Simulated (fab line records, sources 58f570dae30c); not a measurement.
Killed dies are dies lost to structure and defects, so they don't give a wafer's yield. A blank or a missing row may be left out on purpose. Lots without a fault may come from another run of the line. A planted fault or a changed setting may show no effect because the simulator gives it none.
fab line records | flow berkeley_cmos170 | part 1 of 2: steps 1 to 31 of 42
record lots=5 wafers=15 last_day=13
route steps=331 shown SACOX@98 SCREENOX@100 NVT@104 PVT@115 GATE@125 FIELD@126
lots that met no fault: from a run of the same line without faults
start_h: hours from the record's first day to the start of the lot's first wafer shown | wait_h: hours since the lot's step before | " the same as in the row above | L1.1+2: a row that stands for several wafers | - no value, or no start given | * or withheld: withheld | < > ~ a bound
route shown NAME@n: a module of which the file shows steps, and the number in the route of the first | usual: mean/standard deviation of fault-free wafers | same: alike in all rows | chamber/n: place in a boat | sites: the reading at each site | _std_site: their standard deviation | _edge_site: outer sites' mean less inner sites' | radius_mm: how far each site lies from the wafer's centre | mask NAME#n: copy n | behind: the tool/chamber that last shaped the wafer | hold: why the lot was held/for how many hours/how that ended | device: the transistor (n, p or np) that didn't switch | end of line: the same wafers' tests at the end of the route | a step without rows: its recipe alone | killed: dies lost to structure and defects at the first sort, not the wafer's yield | map: a wafer's dies, x killed, . not, _ none there
set.NAME: the setting as run; set.NAME@STEP: as run at that earlier step | model.NAME: the simulator's own value behind a step, which no gauge read
lots at some steps of the route; a table a step, a row a wafer
services: from which hour (start_h, from the record's first day; less than 0 if before it) a tool's chamber was out of use, for how many hours, and why
## steps
# step UCB170_SACOX_OXIDATION_01
# recipe temp_c=900 ambient=O2 target_thk_a=144 ox_time_s=2400
# usual spike_tc_load_C=928.4/2.7
# columns lot.wafer tool chamber start_h wait_h spike_tc_load_C
L075.1 furnace-04 0 125.51 4.0 930.8
L075.4 " 0 " " 932.1
L075.6 " 0 " " 932.2
L083.1 furnace-01 0 166.14 7.2 927.6
L083.3 " 0 " " 926.0
L083.6 " 0 " " 929.0
L086.3 furnace-02 0 178.86 2.0 924.7
L086.5 " 0 " " 925.3
L086.6 " 0 " " 924.7
L087.1 furnace-02 0 178.86 2.0 925.9
L087.5 " 0 " " 925.2
L087.6 " 0 " " 924.7
L097.1 furnace-04 0 237.69 5.8 931.2
L097.5 " 0 " " 931.0
L097.6 " 0 " " 928.9
# step UCB170_SACOX_THK_MEAS_02
# recipe reads=SiO2_of_SACOX_OXIDATION_01
# usual SACOX_OXIDE_THK=14.26/0.24
# columns lot.wafer tool chamber start_h wait_h SACOX_OXIDE_THK[nm]
L075.1 film_metro-04 - 127.22 0.0 14.49
L075.4 " - " " 14.25
L075.6 " - " " 14.22
L083.1 film_metro-01 - 167.81 0.0 14.57
L083.3 " - " " 14.61
L083.6 " - " " 14.72
L087.1 film_metro-03 - 180.52 0.0 14.30
L087.5 " - " " 14.29
L087.6 " - " " 14.31
L086.3 film_metro-01 - 180.54 0.0 14.36
L086.5 " - " " 14.14
L086.6 " - " " 14.33
L097.1 film_metro-01 - 239.37 0.0 14.16
L097.5 " - " " 14.61
L097.6 " - " " 14.30
# step UCB170_SCREENOX_WET_ETCH_00
# recipe chemistry=dHF dilution=25:1 target=SiO2 temp_c=25 time_s=200
# columns lot.wafer tool chamber start_h wait_h
L075.1+4+6 wet_bench-03 0 127.35 0.1
L083.1+3+6 wet_bench-01 2 167.87 0.1
L086.3+5+6 wet_bench-03 1 180.69 0.1
L087.1+5+6 wet_bench-03 1 180.69 0.2
L097.1+5+6 wet_bench-03 0 239.49 0.1
# step UCB170_SCREENOX_OXIDATION_01
# recipe temp_c=900 ambient=O2 target_thk_a=144 ox_time_s=2400
# usual spike_tc_load_C=926.5/1.8
# columns lot.wafer tool chamber start_h wait_h spike_tc_load_C
L075.1 furnace-01 0 129.39 2.0 928.5
L075.4 " 0 " " 926.0
L075.6 " 0 " " 926.8
L083.1 furnace-01 0 172.66 4.7 926.9
L083.3 " 0 " " 926.9
L083.6 " 0 " " 927.3
L086.3 furnace-02 0 183.21 2.5 923.9
L086.5 " 0 " " 925.8
L086.6 " 0 " " 923.5
L087.1 furnace-02 0 183.21 2.5 925.2
L087.5 " 0 " " 926.6
L087.6 " 0 " " 926.6
L097.1 furnace-01 0 244.18 4.6 928.6
L097.5 " 0 " " 928.2
L097.6 " 0 " " 927.0
# step UCB170_SCREENOX_THK_MEAS_02
# recipe reads=SiO2_of_SCREENOX_OXIDATION_01
# usual SCREENOX_OXIDE_THK=14.27/0.28
# columns lot.wafer tool chamber start_h wait_h SCREENOX_OXIDE_THK[nm]
L075.1 film_metro-04 - 131.06 0.0 14.73
L075.4 " - " " 14.93
L075.6 " - " " 14.76
L083.1 film_metro-02 - 174.32 0.0 14.53
L083.3 " - " " 14.38
L083.6 " - " " 14.68
L087.1 film_metro-02 - 184.87 0.0 14.25
L087.5 " - " " 14.01
L087.6 " - " " 14.06
L086.3 film_metro-02 - 184.95 0.1 14.09
L086.5 " - " " 14.02
L086.6 " - " " 14.10
L097.1 film_metro-04 - 245.85 0.0 14.07
L097.5 " - " " 14.42
L097.6 " - " " 14.03
# step UCB170_SCREENOX_ANNEAL_03
# recipe temp_c=900 time_s=900 ambient=N2
# usual spike_tc_load_C=928.4/2.1
# columns lot.wafer tool chamber start_h wait_h spike_tc_load_C
L075.1 furnace-01 0 133.64 2.6 928.8
L075.4 " 0 " " 929.0
L075.6 " 0 " " 927.8
L083.1 furnace-01 0 176.82 2.5 924.9
L083.3 " 0 " " 926.5
L083.6 " 0 " " 926.8
L086.3 furnace-01 0 188.94 4.0 926.2
L086.5 " 0 " " 926.5
L086.6 " 0 " " 929.4
L087.1 furnace-01 0 188.94 4.1 926.4
L087.5 " 0 " " 928.1
L087.6 " 0 " " 926.5
L097.1 furnace-04 0 248.47 2.6 932.5
L097.5 " 0 " " 933.5
L097.6 " 0 " " 931.2
# step UCB170_NVT_HMDS_00
# recipe prime_time_s=60 prime_temp_c=100
# columns lot.wafer tool chamber start_h wait_h
L075.1+4+6 litho_track-01 0 135.12 0.2
L083.1+3+6 litho_track-01 0 178.30 0.2
L087.1+5+6 litho_track-03 0 190.86 0.7
L086.3+5+6 litho_track-01 0 190.97 0.8
L097.1+5+6 litho_track-02 0 249.87 0.1
# step UCB170_NVT_COAT_01
# recipe resist=KrF spin_rpm=1500 resist_thk_nm=900
# usual dispense_pressure_kPa=46/3.2
# columns lot.wafer tool chamber start_h wait_h dispense_pressure_kPa
L075.1 litho_track-01 0 135.27 0.1 45
L075.4 " 0 " " 45
L075.6 " 0 " " 45
L083.1 litho_track-01 0 178.45 0.1 45
L083.3 " 0 " " 45
L083.6 " 0 " " 45
L087.1 litho_track-03 0 191.01 0.1 44
L087.5 " 0 " " 44
L087.6 " 0 " " 44
L086.3 litho_track-01 0 191.12 0.1 45
L086.5 " 0 " " 45
L086.6 " 0 " " 45
L097.1 litho_track-02 0 250.02 0.1 51
L097.5 " 0 " " 51
L097.6 " 0 " " 51
# step UCB170_NVT_SOFTBAKE_02
# recipe resist=KrF temp_c=130 time_s=57.02
# columns lot.wafer tool chamber start_h wait_h
L075.1+4+6 litho_track-01 0 135.42 0.1
L083.1+3+6 litho_track-01 0 178.60 0.1
L087.1+5+6 litho_track-03 0 191.16 0.1
L086.3+5+6 litho_track-01 0 191.27 0.1
L097.1+5+6 litho_track-02 0 250.17 0.1
# step UCB170_NVT_EXPOSE_03
# recipe mask_id=PWELL target_cd_nm=3000 na=0.5 sigma_outer=0.6 source_shape=conventional dose_mj=30
# columns lot.wafer tool chamber start_h wait_h mask
L075.1+4+6 krf_scanner-01 0 135.72 0.3 PWELL#0
L083.1+3+6 krf_scanner-01 0 178.84 0.2 PWELL#0
L087.1+5+6 krf_scanner-02 0 191.31 0.1 PWELL#0
L086.3+5+6 krf_scanner-01 0 191.59 0.3 PWELL#0
L097.1+5+6 krf_scanner-01 0 250.54 0.3 PWELL#0
# step UCB170_NVT_PEB_04
# recipe peb_temp_c=130 peb_time_s=withheld resist=KrF
# columns lot.wafer tool chamber start_h wait_h
L075.1+4+6 litho_track-01 0 136.12 0.4
L083.1+3+6 litho_track-03 0 179.18 0.3
L087.1+5+6 litho_track-01 0 192.10 0.8
L086.3+5+6 litho_track-02 0 192.28 0.7
L097.1+5+6 litho_track-01 0 251.11 0.6
# step UCB170_NVT_DEVELOP_05
# recipe developer=TMAH develop_time_s=45 resist=KrF dev_temp_c=21
# usual developer_temp_C=20.99/0.1
# columns lot.wafer tool chamber start_h wait_h developer_temp_C
L075.1 litho_track-01 0 - - 21.00
L075.4 " 0 " " 21.00
L075.6 " 0 " " 21.09
L083.1 litho_track-03 0 - - 21.12
L083.3 " 0 " " 21.06
L083.6 " 0 " " 21.16
L087.1 litho_track-01 0 - - 21.10
L087.5 " 0 " " 20.97
L087.6 " 0 " " 21.19
L086.3 litho_track-02 0 - - 20.91
L086.5 " 0 " " 21.12
L086.6 " 0 " " 21.05
L097.1 litho_track-01 0 - - 20.95
L097.5 " 0 " " 20.91
L097.6 " 0 " " 20.95
# step UCB170_NVT_OVL_MEAS_06
# usual NVT_OVL=3/5.9
# columns lot.wafer tool chamber start_h wait_h NVT_OVL[nm]
L075.1 overlay-02 - 136.40 - 10
L075.4 " - " " 3
L075.6 " - " " -3
L083.1 overlay-01 - 179.45 - 0
L083.3 " - " " -7
L083.6 " - " " 2
L087.1 overlay-02 - 192.37 - 12
L087.5 " - " " 10
L087.6 " - " " 10
L086.3 overlay-01 - 192.52 - -12
L086.5 " - " " -6
L086.6 " - " " -8
L097.1 overlay-02 - 251.39 - 5
L097.5 " - " " 2
L097.6 " - " " 7
# step UCB170_NVT_IMPLANT_07
# recipe species=BF2 dose_cm2=3e+12 energy_kev=50 tilt_deg=7
# usual faraday_current_uA=9.53/0.18 tilt_deg=7.003/0.02
# columns lot.wafer tool chamber start_h wait_h faraday_current_uA tilt_deg
L075.1 implanter-03 0 136.43 0.0 9.85 7.008
L075.4 " 0 " " 9.75 6.992
L075.6 " 0 " " 9.49 7.009
L083.1 implanter-03 0 179.49 0.0 9.47 6.994
L083.3 " 0 " " 9.48 6.981
L083.6 " 0 " " 9.29 6.983
L087.1 implanter-03 0 192.41 0.0 9.68 6.966
L087.5 " 0 " " 9.59 6.953
L087.6 " 0 " " 9.65 6.980
L086.3 implanter-02 0 192.59 0.1 9.72 7.021
L086.5 " 0 " " 9.13 7.008
L086.6 " 0 " " 9.32 7.022
L097.1 implanter-02 0 251.42 0.0 9.42 7.039
L097.5 " 0 " " 9.33 7.019
L097.6 " 0 " " 9.53 7.019
# step UCB170_NVT_STRIP_08
# recipe chemistry=O2 power_w=400 pressure_mtorr=3500 platen_temp_c=withheld o2_flow_sccm=400 overash_fraction=0.5
# usual drypump_motor_current_A=5.8/0.57 oes_product_au=0.734/0.0046 strip_time_to_endpoint_s=21.62/0.063
# columns lot.wafer tool chamber start_h wait_h drypump_motor_current_A oes_product_au rf_hours_counter_h strip_time_to_endpoint_s
L075.1 plasma_asher-03 0 136.58 0.1 5.2 0.734 44 21.58
L075.4 " 1 " " 6.4 0.739 - 21.53
L075.6 " 0 " " 5.2 0.733 - 21.58
L083.1 plasma_asher-01 0 179.64 0.1 6.3 0.731 40 21.52
L083.3 " 0 " " 6.3 0.726 - 21.58
L083.6 " 1 " " 6.4 0.731 - 21.54
L087.1 plasma_asher-02 1 192.56 0.1 5.4 0.733 43 21.67
L087.5 " 1 " " 5.4 0.735 - 21.73
L087.6 " 0 " " 5.2 0.734 - 21.68
L086.3 plasma_asher-01 1 192.73 0.1 6.5 0.736 - 21.61
L086.5 " 1 " " 6.5 0.742 - 21.61
L086.6 " 0 " " 6.3 0.735 - 21.62
L097.1 plasma_asher-02 1 251.57 0.1 5.4 0.743 48 21.64
L097.5 " 1 " " 5.4 0.734 - 21.66
L097.6 " 0 " " 5.2 0.732 - 21.60
# step UCB170_NVT_TW_MEAS_09
# usual NVT_TW=523/4.7
# columns lot.wafer tool chamber start_h wait_h NVT_TW
L075.1 film_metro-02 - 136.68 0.1 522
L075.4 " - " " 523
L075.6 " - " " 522
L083.1 film_metro-02 - 179.74 0.1 523
L083.3 " - " " 519
L083.6 " - " " 520
L087.1 film_metro-01 - 192.66 0.1 522
L087.5 " - " " 518
L087.6 " - " " 516
L086.3 film_metro-03 - 192.81 0.1 530
L086.5 " - " " 533
L086.6 " - " " 533
L097.1 film_metro-01 - 251.67 0.1 522
L097.5 " - " " 523
L097.6 " - " " 521
# step UCB170_NVT_CLEAN_10
# recipe chemistry=SPM temp_c=120 time_s=600
# columns lot.wafer tool chamber start_h wait_h
L075.1+4+6 wet_bench-01 0 138.55 1.9
L083.1+3+6 wet_bench-01 1 181.15 1.4
L087.1+5+6 wet_bench-04 2 192.79 0.1
L086.3+5+6 wet_bench-04 3 192.98 0.2
L097.1+5+6 wet_bench-04 0 251.73 0.1
# step UCB170_PVT_HMDS_00
# recipe prime_time_s=60 prime_temp_c=100
# columns lot.wafer tool chamber start_h wait_h
L075.1+4+6 litho_track-02 0 139.19 0.5
L083.1+3+6 litho_track-01 0 181.96 0.6
L087.1+5+6 litho_track-04 0 193.10 0.1
L086.3+5+6 litho_track-01 0 193.46 0.3
L097.1+5+6 litho_track-01 0 252.11 0.2
# step UCB170_PVT_COAT_01
# recipe resist=KrF spin_rpm=1500 resist_thk_nm=900
# usual dispense_pressure_kPa=47.0/2.8
# columns lot.wafer tool chamber start_h wait_h dispense_pressure_kPa
L075.1 litho_track-02 0 139.34 0.1 51.3
L075.4 " 0 " " 51.3
L075.6 " 0 " " 51.3
L083.1 litho_track-01 0 182.11 0.1 44.7
L083.3 " 0 " " 44.8
L083.6 " 0 " " 44.8
L087.1 litho_track-04 0 193.25 0.1 46.3
L087.5 " 0 " " 46.3
L087.6 " 0 " " 46.3
L086.3 litho_track-01 0 193.61 0.1 44.7
L086.5 " 0 " " 44.8
L086.6 " 0 " " 44.8
L097.1 litho_track-01 0 252.26 0.1 44.8
L097.5 " 0 " " 44.7
L097.6 " 0 " " 44.8
# step UCB170_PVT_SOFTBAKE_02
# recipe resist=KrF temp_c=130 time_s=60
# columns lot.wafer tool chamber start_h wait_h
L075.1+4+6 litho_track-02 0 139.49 0.1
L083.1+3+6 litho_track-01 0 182.26 0.1
L087.1+5+6 litho_track-04 0 193.40 0.1
L086.3+5+6 litho_track-01 0 193.76 0.1
L097.1+5+6 litho_track-01 0 252.41 0.1
# step UCB170_PVT_EXPOSE_03
# recipe mask_id=NWELL target_cd_nm=3000 na=0.5 sigma_outer=0.6 source_shape=conventional dose_mj=30
# columns lot.wafer tool chamber start_h wait_h mask
L075.1+4+6 krf_scanner-01 0 139.83 0.3 NWELL#0
L083.1+3+6 krf_scanner-02 0 182.41 0.1 NWELL#0
L087.1+5+6 krf_scanner-02 0 193.90 0.5 NWELL#0
L086.3+5+6 krf_scanner-01 0 194.18 0.4 NWELL#0
L097.1+5+6 krf_scanner-01 0 252.56 0.1 NWELL#0
# step UCB170_PVT_PEB_04
# recipe peb_temp_c=130 peb_time_s=withheld resist=KrF
# columns lot.wafer tool chamber start_h wait_h
L075.1+4+6 litho_track-02 0 140.64 0.8
L083.1+3+6 litho_track-02 0 182.99 0.6
L087.1+5+6 litho_track-04 0 194.01 0.1
L086.3+5+6 litho_track-01 0 194.30 0.1
L097.1+5+6 litho_track-04 0 252.95 0.4
# step UCB170_PVT_DEVELOP_05
# recipe developer=TMAH develop_time_s=45 resist=KrF dev_temp_c=21
# usual developer_temp_C=21.02/0.11
# columns lot.wafer tool chamber start_h wait_h developer_temp_C
L075.1 litho_track-02 0 - - 21.12
L075.4 " 0 " " 21.17
L075.6 " 0 " " 21.28
L083.1 litho_track-02 0 - - 20.88
L083.3 " 0 " " 20.96
L083.6 " 0 " " 20.90
L087.1 litho_track-04 0 - - 20.89
L087.5 " 0 " " 21.01
L087.6 " 0 " " 20.87
L086.3 litho_track-01 0 - - 21.16
L086.5 " 0 " " 21.05
L086.6 " 0 " " 21.08
L097.1 litho_track-04 0 - - 20.99
L097.5 " 0 " " 21.04
L097.6 " 0 " " 21.06
# step UCB170_PVT_OVL_MEAS_06
# usual PVT_OVL=3/5.5
# columns lot.wafer tool chamber start_h wait_h PVT_OVL[nm]
L075.1 overlay-01 - 140.92 - 8
L075.4 " - " " 11
L075.6 " - " " 10
L083.1 overlay-02 - 183.27 - 5
L083.3 " - " " 6
L083.6 " - " " 6
L087.1 overlay-01 - 194.29 - 2
L087.5 " - " " 0
L087.6 " - " " 1
L086.3 overlay-01 - 194.54 - 9
L086.5 " - " " 6
L086.6 " - " " 5
L097.1 overlay-01 - 253.22 - -1
L097.5 " - " " -2
L097.6 " - " " -9
# step UCB170_PVT_IMPLANT_07
# recipe species=P dose_cm2=2e+12 energy_kev=29.53 tilt_deg=7
# usual faraday_current_uA=6.35/0.14 tilt_deg=7.000/0.018
# columns lot.wafer tool chamber start_h wait_h faraday_current_uA tilt_deg
L075.1 implanter-04 0 140.95 0.0 6.54 7.056
L075.4 " 0 " " 6.45 7.010
L075.6 " 0 " " 6.34 7.041
L083.1 implanter-01 0 183.30 0.0 6.43 6.982
L083.3 " 0 " " 6.46 7.035
L083.6 " 0 " " 6.39 7.007
L087.1 implanter-03 0 194.32 0.0 6.14 7.023
L087.5 " 0 " " 6.49 7.016
L087.6 " 0 " " 6.49 6.984
L086.3 implanter-01 0 194.61 0.1 6.35 6.997
L086.5 " 0 " " 6.29 6.981
L086.6 " 0 " " 6.44 6.988
L097.1 implanter-01 0 253.26 0.0 6.57 6.988
L097.5 " 0 " " 6.29 7.038
L097.6 " 0 " " 6.45 6.990
# step UCB170_PVT_STRIP_08
# recipe chemistry=O2 power_w=400 pressure_mtorr=3500 platen_temp_c=withheld o2_flow_sccm=400 overash_fraction=0.5
# usual drypump_motor_current_A=5.6/0.49 oes_product_au=0.734/0.0044 strip_time_to_endpoint_s=21.60/0.062
# columns lot.wafer tool chamber start_h wait_h drypump_motor_current_A oes_product_au rf_hours_counter_h strip_time_to_endpoint_s
L075.1 plasma_asher-04 0 141.10 0.1 6.3 0.735 3 21.54
L075.4 " 0 " " 6.3 0.731 - 21.56
L075.6 " 1 " " 5.7 0.735 - 21.50
L083.1 plasma_asher-02 0 183.45 0.1 5.2 0.732 41 21.60
L083.3 " 1 " " 5.4 0.740 - 21.67
L083.6 " 0 " " 5.2 0.735 - 21.65
L087.1 plasma_asher-03 1 194.47 0.1 6.4 0.739 50 21.50
L087.5 " 1 " " 6.4 0.736 - 21.52
L087.6 " 0 " " 5.2 0.735 - 21.56
L086.3 plasma_asher-02 0 194.75 0.1 5.2 0.735 - 21.61
L086.5 " 1 " " 5.4 0.731 - 21.66
L086.6 " 0 " " 5.2 0.725 - 21.58
L097.1 plasma_asher-04 1 253.41 0.1 5.7 0.734 15 21.53
L097.5 " 0 " " 6.3 0.740 - 21.60
L097.6 " 1 " " 5.7 0.736 - 21.54
# step UCB170_PVT_TW_MEAS_09
# usual PVT_TW=510/3.2
# columns lot.wafer tool chamber start_h wait_h PVT_TW
L075.1 film_metro-03 - 141.20 0.1 512
L075.4 " - " " 509
L075.6 " - " " 512
L083.1 film_metro-03 - 183.55 0.1 505
L083.3 " - " " 507
L083.6 " - " " 509
L087.1 film_metro-04 - 194.57 0.1 508
L087.5 " - " " 508
L087.6 " - " " 511
L086.3 film_metro-04 - 194.83 0.1 514
L086.5 " - " " 511
L086.6 " - " " 513
L097.1 film_metro-03 - 253.51 0.1 512
L097.5 " - " " 513
L097.6 " - " " 514
# step UCB170_GATE_WET_ETCH_00
# recipe chemistry=dHF dilution=25:1 target=SiO2 temp_c=25 time_s=200
# columns lot.wafer tool chamber start_h wait_h
L075.1+4+6 wet_bench-01 0 141.36 0.2
L083.1+3+6 wet_bench-02 3 183.64 0.1
L087.1+5+6 wet_bench-01 2 194.63 0.1
L086.3+5+6 wet_bench-03 3 194.87 0.0
L097.1+5+6 wet_bench-01 1 253.57 0.1
# step UCB170_FIELD_THK_MEAS_91
# recipe reads=SiO2_of_FIELD_OXIDATION_01
# usual FIELD_OXIDE_LEFT_2_THK=349/9.9
# columns lot.wafer tool chamber start_h wait_h FIELD_OXIDE_LEFT_2_THK[nm]
L075.1 film_metro-03 - 141.43 0.0 362
L075.4 " - " " 347
L075.6 " - " " 362
L083.1 film_metro-02 - 183.70 0.0 350
L083.3 " - " " 358
L083.6 " - " " 359
L087.1 film_metro-04 - 194.70 0.0 357
L087.5 " - " " 361
L087.6 " - " " 360
L086.3 film_metro-04 - 194.96 0.0 339
L086.5 " - " " 334
L086.6 " - " " 343
L097.1 film_metro-02 - 253.65 0.0 355
L097.5 " - " " 354
L097.6 " - " " 351
# step UCB170_GATE_OXIDATION_01
# recipe temp_c=850 ambient=O2 target_thk_a=66 ox_time_s=1800
# usual spike_tc_load_C=876.6/2.2
# columns lot.wafer tool chamber start_h wait_h spike_tc_load_C
L075.1 furnace-01 0 144.27 2.8 877.7
L075.4 " 0 " " 877.5
L075.6 " 0 " " 875.8
L083.1 furnace-04 0 185.89 2.2 879.4
L083.3 " 0 " " 882.7
L083.6 " 0 " " 881.0
L086.3 furnace-01 0 199.54 4.6 875.7
L086.5 " 0 " " 874.7
L086.6 " 0 " " 875.8
L087.1 furnace-01 0 199.54 4.8 876.6
L087.5 " 0 " " 874.7
L087.6 " 0 " " 876.7
L097.1 furnace-02 0 256.99 3.3 873.7
L097.5 " 0 " " 875.2
L097.6 " 0 " " 875.0
# step UCB170_GATE_THK_MEAS_02
# recipe reads=SiO2_of_GATE_OXIDATION_01
# usual GATE_OXIDE_THK=6.60/0.14
# columns lot.wafer tool chamber start_h wait_h GATE_OXIDE_THK[nm]
L075.1 film_metro-01 - 145.77 0.0 6.61
L075.4 " - " " 6.80
L075.6 " - " " 6.73
L083.1 film_metro-03 - 187.39 0.0 6.41
L083.3 " - " " 6.45
L083.6 " - " " 6.45
L087.1 film_metro-01 - 201.06 0.0 6.90
L087.5 " - " " 6.93
L087.6 " - " " 6.88
L086.3 film_metro-03 - 201.12 0.1 6.57
L086.5 " - " " 6.64
L086.6 " - " " 6.58
L097.1 film_metro-01 - 258.49 0.0 6.70
L097.5 " - " " 6.60
L097.6 " - " " 6.68
